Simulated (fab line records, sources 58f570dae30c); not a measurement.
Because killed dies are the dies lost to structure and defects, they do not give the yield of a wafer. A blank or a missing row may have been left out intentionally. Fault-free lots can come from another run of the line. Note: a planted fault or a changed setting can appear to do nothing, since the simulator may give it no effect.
fab line records + flow berkeleyCmos170
record:
- lots: 14
- wafers: 42
- lastDay: 13
route steps=331 shown CONTACT@220 V1@258 M2@273
lots that met no fault: taken from a fault-free run of the same line
startH: hours from the record's first day to the start of the lot's first wafer shown + waitH: hours from the lot's prior step to this one + " as in the row above + L1.1+2: a single row standing in for several wafers + - value missing, or start not given + * or withheld: withheld + < > ~ a bound
route shown NAME@n: names a module that has steps shown in the file, with the first one's number in the route + usual: mean and standard deviation over wafers with no fault + same: alike in all rows + chamber/n: place in a boat + sites: readings site by site + _std_site: how widely they spread, as a standard deviation + _edge_site: inner sites' mean taken away from outer sites' mean + radiusMm: for every site, how far away it sits from the centre of the wafer + mask NAME#n: copy n + behind: the most recent tool/chamber to have shaped the wafer + hold: what put the lot on hold/how long, in hours/how the hold closed + device: whichever transistor did not switch (one of n, p or np) + end of line: tests run on the same wafers once the route is complete + step lacking rows: just its recipe + killed: not the wafer's yield, but the dies lost to structure and defects at the first sort + map: a wafer's dies, x killed, . not, _ none there
set.NAME: the setting the step ran with; set.NAME@STEP: the setting that earlier step ran with + model.NAME: the simulator's own value behind a step, which no gauge read
the route's steps for a sample of lots (tables are steps, rows are wafers)
== steps ==
step: UCB170_CONTACT_COAT_04
recipe:
- resist: KrF
- spinRpm: 1500
- resistThkNm: 900
| lot.wafer  | tool          | chamber | startH | waitH |
|------------|---------------|---------|--------|-------|
| L728.1+2+6 | lithoTrack-04 | 0       | 163.32 | 0.1   |
| L731.1+2+3 | lithoTrack-03 | 0       | 176.92 | 0.1   |
| L729.1+2+3 | lithoTrack-01 | 0       | 177.49 | 0.1   |
| L732.1+2+6 | lithoTrack-04 | 0       | 191.17 | 0.1   |
| L733.2+4+5 | lithoTrack-04 | 0       | 192.17 | 0.1   |
| L734.2+4+6 | lithoTrack-04 | 0       | 202.54 | 0.1   |
| L739.2+3+5 | lithoTrack-04 | 0       | 216.63 | 0.1   |
| L742.1+3+6 | lithoTrack-01 | 0       | 247.91 | 0.1   |
| L743.2+3+6 | lithoTrack-01 | 0       | 249.91 | 0.1   |
| L745.1+2+5 | lithoTrack-01 | 0       | 263.04 | 0.1   |
| L746.1+2+6 | lithoTrack-03 | 0       | 264.00 | 0.1   |
| L747.1+4+5 | lithoTrack-03 | 0       | 269.93 | 0.1   |
| L751.3+4+6 | lithoTrack-04 | 0       | 296.83 | 0.1   |
| L750.2+3+4 | lithoTrack-01 | 0       | 298.59 | 0.1   |
step: UCB170_CONTACT_STRIP_06
recipe:
- chemistry: O2
- powerW: 400
- pressureMtorr: 3500
- platenTempC: withheld
- o2FlowSccm: 400
- overashFraction: 0.5
usual:
- chamberPressureMTorr: 3500/3.2
- drypumpMotorCurrentA: 6.0/0.48
- o2FlowSccm: 400.0/1.4
- oesProductAu: 0.734/0.0044
- stripTimeToEndpointS: 21.96/0.059
same:
- overashFraction: 0.5
| lot.wafer | tool           | chamber | startH | waitH | chamberPressureMTorr | drypumpMotorCurrentA | o2FlowSccm | oesProductAu | rfHoursCounterH | stripTimeToEndpointS |
|-----------|----------------|---------|--------|-------|----------------------|----------------------|------------|--------------|-----------------|----------------------|
| L728.1    | plasmaAsher-02 | 0       | 163.62 | 0.1   | 3499                 | 6.7                  | 398.4      | 0.730        | 45              | 22.00                |
| L728.2    | "              | 1       | "      | "     | 3502                 | 6.1                  | 400.1      | 0.738        | 45              | 22.02                |
| L728.6    | "              | 1       | "      | "     | 3500                 | 6.1                  | 400.9      | 0.734        | -               | 22.00                |
| L731.1    | plasmaAsher-01 | 1       | 177.22 | 0.1   | 3499                 | 5.2                  | 398.4      | 0.728        | 38              | 21.97                |
| L731.2    | "              | 0       | "      | "     | 3500                 | 5.7                  | 399.8      | 0.723        | 38              | 22.02                |
| L731.3    | "              | 0       | "      | "     | 3506                 | 5.7                  | 400.7      | 0.736        | -               | 22.04                |
| L729.1    | plasmaAsher-02 | 0       | 177.79 | 0.1   | 3499                 | 6.7                  | 399.5      | 0.736        | 46              | 22.01                |
| L729.2    | "              | 1       | "      | "     | 3496                 | 6.1                  | 399.4      | 0.735        | 46              | 21.92                |
| L729.3    | "              | 1       | "      | "     | 3505                 | 6.1                  | 400.5      | 0.724        | -               | 21.93                |
| L732.1    | plasmaAsher-03 | 1       | 191.47 | 0.1   | 3504                 | 6.2                  | 398.9      | 0.735        | 8               | 21.92                |
| L732.2    | "              | 0       | "      | "     | 3498                 | 5.9                  | 398.4      | 0.735        | 8               | 21.93                |
| L732.6    | "              | 0       | "      | "     | 3500                 | 5.9                  | 399.3      | 0.730        | -               | 21.96                |
| L733.2    | plasmaAsher-03 | 0       | 192.44 | 0.1   | 3496                 | 5.8                  | 400.7      | 0.738        | 8               | 22.01                |
| L733.4    | "              | 0       | "      | "     | 3499                 | 5.8                  | 400.8      | 0.738        | -               | 21.94                |
| L733.5    | "              | 0       | "      | "     | 3495                 | 5.9                  | 401.1      | 0.728        | -               | 21.97                |
| L734.2    | plasmaAsher-02 | 1       | 202.82 | 0.1   | 3497                 | 6.1                  | 399.2      | 0.738        | 49              | 22.86                |
| L734.4    | "              | 0       | "      | "     | 3500                 | 6.7                  | 402.3      | 0.730        | -               | 22.70                |
| L734.6    | "              | 0       | "      | "     | 3506                 | 6.7                  | 402.7      | 0.732        | -               | 22.74                |
| L739.2    | plasmaAsher-03 | 0       | 216.91 | 0.1   | 3502                 | 5.8                  | 398.6      | 0.736        | 11              | 22.68                |
| L739.3    | "              | 0       | "      | "     | 3496                 | 5.8                  | 399.7      | 0.731        | -               | 22.72                |
| L739.5    | "              | 0       | "      | "     | 3502                 | 5.8                  | 399.7      | 0.740        | -               | 22.70                |
| L742.1    | plasmaAsher-03 | 1       | 248.21 | 0.1   | 3497                 | 6.1                  | 396.9      | 0.740        | 14              | 21.89                |
| L742.3    | "              | 0       | "      | "     | 3498                 | 5.9                  | 399.1      | 0.735        | -               | 21.90                |
| L742.6    | "              | 1       | "      | "     | 3496                 | 6.1                  | 399.9      | 0.728        | -               | 21.91                |
| L743.2    | plasmaAsher-01 | 0       | 250.19 | 0.1   | 3499                 | 5.7                  | 397.1      | 0.735        | 45              | 21.90                |
| L743.3    | "              | 1       | "      | "     | 3500                 | 5.2                  | 400.1      | 0.723        | -               | 21.93                |
| L743.6    | "              | 0       | "      | "     | 3498                 | 5.7                  | 398.7      | 0.733        | -               | 21.95                |
| L745.1    | plasmaAsher-02 | 1       | 263.34 | 0.1   | 3494                 | 6.1                  | 401.2      | 0.734        | 55              | 21.89                |
| L745.2    | "              | 0       | "      | "     | 3498                 | 6.7                  | 401.6      | 0.743        | 55              | 21.88                |
| L745.5    | "              | 0       | "      | "     | 3499                 | 6.7                  | 400.4      | 0.741        | -               | 21.97                |
| L746.1    | plasmaAsher-01 | 1       | 264.30 | 0.1   | 3499                 | 5.2                  | 400.3      | 0.733        | 47              | 21.98                |
| L746.2    | "              | 0       | "      | "     | 3505                 | 5.7                  | 400.9      | 0.729        | 47              | 22.00                |
| L746.6    | "              | 0       | "      | "     | 3498                 | 5.7                  | 403.5      | 0.728        | -               | 22.02                |
| L747.1    | plasmaAsher-01 | 1       | 270.23 | 0.1   | 3492                 | 5.2                  | 401.1      | 0.729        | 47              | 22.00                |
| L747.4    | "              | 1       | "      | "     | 3495                 | 5.2                  | 399.0      | 0.736        | -               | 21.97                |
| L747.5    | "              | 0       | "      | "     | 3500                 | 5.7                  | 400.9      | 0.727        | -               | 21.90                |
| L751.3    | plasmaAsher-03 | 1       | 297.11 | 0.1   | 3500                 | 6.2                  | 401.3      | 0.736        | -               | 21.94                |
| L751.4    | "              | 0       | "      | "     | 3502                 | 5.9                  | 401.8      | 0.731        | -               | 21.94                |
| L751.6    | "              | 0       | "      | "     | 3501                 | 5.8                  | 401.4      | 0.735        | -               | 21.90                |
| L750.2    | plasmaAsher-03 | 0       | 298.86 | 0.1   | 3501                 | 5.8                  | 400.8      | 0.736        | 19              | 21.99                |
| L750.3    | "              | 1       | "      | "     | 3500                 | 6.2                  | 400.9      | 0.742        | -               | 21.94                |
| L750.4    | "              | 0       | "      | "     | 3501                 | 5.9                  | 397.8      | 0.740        | -               | 21.91                |
step: UCB170_V1_THK_MEAS_04
recipe:
- reads: SiO2_of_V1_CVD_00
usual:
- V1_POLISHED_THK: 1000.2/1.2
| lot.wafer | tool         | chamber | startH | waitH | V1_POLISHED_THK[nm] |
|-----------|--------------|---------|--------|-------|---------------------|
| L728.1    | filmMetro-01 | -       | 171.34 | 0.1   | 999.9               |
| L728.2    | "            | -       | "      | "     | 1000.0              |
| L728.6    | "            | -       | "      | "     | 999.6               |
| L731.1    | filmMetro-01 | -       | 183.69 | 0.1   | 998.6               |
| L731.2    | "            | -       | "      | "     | 1000.0              |
| L731.3    | "            | -       | "      | "     | 1000.3              |
| L729.1    | filmMetro-01 | -       | 185.02 | 0.1   | 1000.0              |
| L729.2    | "            | -       | "      | "     | 998.9               |
| L729.3    | "            | -       | "      | "     | 998.3               |
| L732.1    | filmMetro-04 | -       | 197.18 | 0.1   | 999.4               |
| L732.2    | "            | -       | "      | "     | 1000.1              |
| L732.6    | "            | -       | "      | "     | 1001.9              |
| L733.2    | filmMetro-01 | -       | 198.52 | 0.1   | 1000.6              |
| L733.4    | "            | -       | "      | "     | 1003.1              |
| L733.5    | "            | -       | "      | "     | 1001.4              |
| L734.2    | filmMetro-04 | -       | 208.53 | 0.1   | 1000.8              |
| L734.4    | "            | -       | "      | "     | 1000.1              |
| L734.6    | "            | -       | "      | "     | 1002.5              |
| L739.2    | filmMetro-01 | -       | 223.11 | 0.1   | 1000.1              |
| L739.3    | "            | -       | "      | "     | 998.9               |
| L739.5    | "            | -       | "      | "     | 999.9               |
| L742.1    | filmMetro-01 | -       | 253.73 | 0.1   | 999.6               |
| L742.3    | "            | -       | "      | "     | 1000.9              |
| L742.6    | "            | -       | "      | "     | 1002.8              |
| L743.2    | filmMetro-01 | -       | 256.49 | 0.1   | 1000.7              |
| L743.3    | "            | -       | "      | "     | 1000.3              |
| L743.6    | "            | -       | "      | "     | 1002.5              |
| L745.1    | filmMetro-03 | -       | 269.10 | 0.1   | 999.4               |
| L745.2    | "            | -       | "      | "     | 1002.7              |
| L745.5    | "            | -       | "      | "     | 999.3               |
| L746.1    | filmMetro-01 | -       | 270.43 | 0.1   | 1001.0              |
| L746.2    | "            | -       | "      | "     | 1000.5              |
| L746.6    | "            | -       | "      | "     | 998.0               |
| L747.1    | filmMetro-03 | -       | 278.95 | 0.1   | 1000.7              |
| L747.4    | "            | -       | "      | "     | 1000.7              |
| L747.5    | "            | -       | "      | "     | 998.1               |
| L751.3    | filmMetro-04 | -       | 305.12 | 0.1   | 999.2               |
| L751.4    | "            | -       | "      | "     | 1001.0              |
| L751.6    | "            | -       | "      | "     | 998.5               |
| L750.2    | filmMetro-01 | -       | 306.45 | 0.1   | 999.5               |
| L750.3    | "            | -       | "      | "     | 999.4               |
| L750.4    | "            | -       | "      | "     | 1000.0              |
step: UCB170_V1_OVL_MEAS_13
usual:
- V1_OVL: -2/5.1
| lot.wafer | tool       | chamber | startH | waitH | V1_OVL[nm] |
|-----------|------------|---------|--------|-------|------------|
| L728.1    | overlay-02 | -       | 173.60 | 0.1   | 0          |
| L728.2    | "          | -       | "      | "     | 3          |
| L728.6    | "          | -       | "      | "     | -3         |
| L731.1    | overlay-02 | -       | 185.88 | 0.1   | -2         |
| L731.2    | "          | -       | "      | "     | -14        |
| L731.3    | "          | -       | "      | "     | -6         |
| L729.1    | overlay-02 | -       | 188.85 | 0.1   | -1         |
| L729.2    | "          | -       | "      | "     | -6         |
| L729.3    | "          | -       | "      | "     | -2         |
| L732.1    | overlay-02 | -       | 198.53 | 0.1   | -9         |
| L732.2    | "          | -       | "      | "     | -6         |
| L732.6    | "          | -       | "      | "     | -1         |
| L733.2    | overlay-02 | -       | 199.72 | 0.1   | -1         |
| L733.4    | "          | -       | "      | "     | -4         |
| L733.5    | "          | -       | "      | "     | -2         |
| L734.2    | overlay-01 | -       | 211.90 | 0.1   | 0          |
| L734.4    | "          | -       | "      | "     | -3         |
| L734.6    | "          | -       | "      | "     | 1          |
| L739.2    | overlay-01 | -       | 224.59 | 0.1   | -4         |
| L739.3    | "          | -       | "      | "     | 1          |
| L739.5    | "          | -       | "      | "     | -3         |
| L742.1    | overlay-02 | -       | 254.95 | 0.1   | 8          |
| L742.3    | "          | -       | "      | "     | -1         |
| L742.6    | "          | -       | "      | "     | -3         |
| L743.2    | overlay-01 | -       | 258.56 | 0.1   | 2          |
| L743.3    | "          | -       | "      | "     | 5          |
| L743.6    | "          | -       | "      | "     | -2         |
| L745.1    | overlay-02 | -       | 273.89 | 0.1   | -1         |
| L745.2    | "          | -       | "      | "     | -5         |
| L745.5    | "          | -       | "      | "     | -3         |
| L746.1    | overlay-01 | -       | 274.07 | 0.1   | 0          |
| L746.2    | "          | -       | "      | "     | 4          |
| L746.6    | "          | -       | "      | "     | 4          |
| L747.1    | overlay-01 | -       | 281.10 | 0.1   | 11         |
| L747.4    | "          | -       | "      | "     | -7         |
| L747.5    | "          | -       | "      | "     | 6          |
| L751.3    | overlay-01 | -       | 306.33 | 0.1   | 4          |
| L751.4    | "          | -       | "      | "     | 4          |
| L751.6    | "          | -       | "      | "     | -2         |
| L750.2    | overlay-02 | -       | 308.88 | 0.1   | -9         |
| L750.3    | "          | -       | "      | "     | -1         |
| L750.4    | "          | -       | "      | "     | 2          |
step: UCB170_M2_RS_MEAS_02
recipe:
- thkMeasGauge: four-point-probe
- reads: Al_of_M2_SPUTTER_01
usual:
- M2_AL_RS: 0.0324/0.00027
| lot.wafer | tool         | chamber | startH | waitH | M2_AL_RS[ohm/sq] |
|-----------|--------------|---------|--------|-------|------------------|
| L728.1    | filmMetro-04 | -       | 174.18 | 0.0   | 0.03248          |
| L728.2    | "            | -       | "      | "     | 0.03308          |
| L728.6    | "            | -       | "      | "     | 0.03284          |
| L731.1    | filmMetro-02 | -       | 186.47 | 0.0   | 0.03212          |
| L731.2    | "            | -       | "      | "     | 0.03192          |
| L731.3    | "            | -       | "      | "     | 0.03217          |
| L729.1    | filmMetro-04 | -       | 189.43 | 0.0   | 0.03259          |
| L729.2    | "            | -       | "      | "     | 0.03196          |
| L729.3    | "            | -       | "      | "     | 0.03221          |
| L732.1    | filmMetro-02 | -       | 199.12 | 0.0   | 0.03256          |
| L732.2    | "            | -       | "      | "     | 0.03254          |
| L732.6    | "            | -       | "      | "     | 0.03229          |
| L733.2    | filmMetro-03 | -       | 200.31 | 0.1   | 0.03217          |
| L733.4    | "            | -       | "      | "     | 0.03222          |
| L733.5    | "            | -       | "      | "     | 0.0324           |
| L734.2    | filmMetro-03 | -       | 212.50 | 0.1   | 0.03238          |
| L734.4    | "            | -       | "      | "     | 0.03206          |
| L734.6    | "            | -       | "      | "     | 0.03204          |
| L739.2    | filmMetro-04 | -       | 225.19 | 0.1   | 0.03228          |
| L739.3    | "            | -       | "      | "     | 0.03239          |
| L739.5    | "            | -       | "      | "     | 0.03245          |
| L742.1    | filmMetro-02 | -       | 255.54 | 0.0   | 0.03227          |
| L742.3    | "            | -       | "      | "     | 0.03221          |
| L742.6    | "            | -       | "      | "     | 0.03233          |
| L743.2    | filmMetro-03 | -       | 259.16 | 0.1   | 0.03243          |
| L743.3    | "            | -       | "      | "     | 0.03269          |
| L743.6    | "            | -       | "      | "     | 0.03222          |
| L745.1    | filmMetro-02 | -       | 274.47 | 0.0   | 0.03219          |
| L745.2    | "            | -       | "      | "     | 0.03266          |
| L745.5    | "            | -       | "      | "     | 0.03243          |
| L746.1    | filmMetro-03 | -       | 274.66 | 0.0   | 0.03243          |
| L746.2    | "            | -       | "      | "     | 0.03233          |
| L746.6    | "            | -       | "      | "     | 0.03266          |
| L747.1    | filmMetro-04 | -       | 281.68 | 0.0   | 0.03233          |
| L747.4    | "            | -       | "      | "     | 0.03232          |
| L747.5    | "            | -       | "      | "     | 0.03223          |
| L751.3    | filmMetro-02 | -       | 306.94 | 0.1   | 0.03246          |
| L751.4    | "            | -       | "      | "     | 0.03236          |
| L751.6    | "            | -       | "      | "     | 0.03231          |
| L750.2    | filmMetro-02 | -       | 309.48 | 0.1   | 0.03249          |
| L750.3    | "            | -       | "      | "     | 0.03241          |
| L750.4    | "            | -       | "      | "     | 0.03265          |
== key ==
firstSign:
- step: UCB170_CONTACT_STRIP_06
- reading: stripTimeToEndpointS
- direction: up
- sigmas: 13
- usual: *
- struck: *
effect none on later readings
metAt UCB170_CONTACT_COAT_04
struckLots L734,L739
testerLeftOut L734,L739
notActingAt UCB170_V1_THK_MEAS_04,UCB170_V1_OVL_MEAS_13,UCB170_M2_RS_MEAS_02
onsetBetween 192.17 202.54
fault:
- kind: processParameterDrift
- tool: lithoTrack-04
- chamber: -
- onsetH: 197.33
- steps: UCB170_CONTACT_COAT_04
- channel: resistThkNm
- offset: *
- shape: step
- endH: 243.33
- actsIn: *
- stated: *
testerLeftOut: of these lots the tester's yield and bins aren't shown, on N5 and GAA mostly nor the transistor test; their killed dies are dies lost to structure and defects alone, not to doping, threshold or leakage, so they don't give the yield
